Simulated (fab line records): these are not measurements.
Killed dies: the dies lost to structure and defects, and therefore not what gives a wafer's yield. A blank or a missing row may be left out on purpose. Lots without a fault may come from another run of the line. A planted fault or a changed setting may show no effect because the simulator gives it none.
Chamber matching    flow berkeley-cmos170    UCB170_V2_CMP_02 on cmp-02: 4 sister chambers
The step polishes SiO2. 8 wafers are shown with their chamber, then 7 later ones without.

WAFERS WITH THEIR CHAMBER
wafer   chamber  motor-current-A (A)  retaining-ring-pressure-frac
L564.5  2        16.7                 1.005
L565.1  2        17.2                 0.994
L567.3  1        18.1                 0.991
L569.3  3        14.7                 1.000
L569.4  0        14.2                 0.991
L569.6  1        18.9                 1.002
L570.2  0        14.4                 0.998
L570.4  3        14.3                 0.995

WAFERS WHOSE CHAMBER IS MISSING
wafer   motor-current-A (A)  retaining-ring-pressure-frac
L570.6  14.8                 0.999
L568.2  14.0                 0.994
L568.4  16.3                 1.005
L568.6  18.0                 1.001
L572.3  14.2                 0.993
L572.5  17.3                 0.997
L572.6  15.0                 1.001

EACH ONE'S CHAMBER
wafer   from the rows above      in truth
L570.6  can't be placed: 3 or 0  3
L568.2  can't be placed: 0 or 3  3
L568.4  2                        2
L568.6  can't be placed: 1 or 2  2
L572.3  can't be placed: 0 or 3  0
L572.5  2                        2
L572.6  can't be placed: 3 or 0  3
Correctly placed: 2 of 7. Can't be placed from these rows: 5 (the true chamber is among the candidates in 5). 0 placed wrongly.
How it was worked out, from the rows above alone: a wafer's distance from a chamber is the root of the sum, over the readings, of the square of ((its reading less the chamber's mean) divided by the reading's scatter). The wafer belongs to the nearest chamber; if the next one is less than 2 further off, it can't be placed. For every chamber, the mean is computed from those of its wafers that are shown. The scatter: take each reading less its chamber's mean, square it, sum over the shown wafers, divide by the number of wafers less the number of chambers, and take the root.
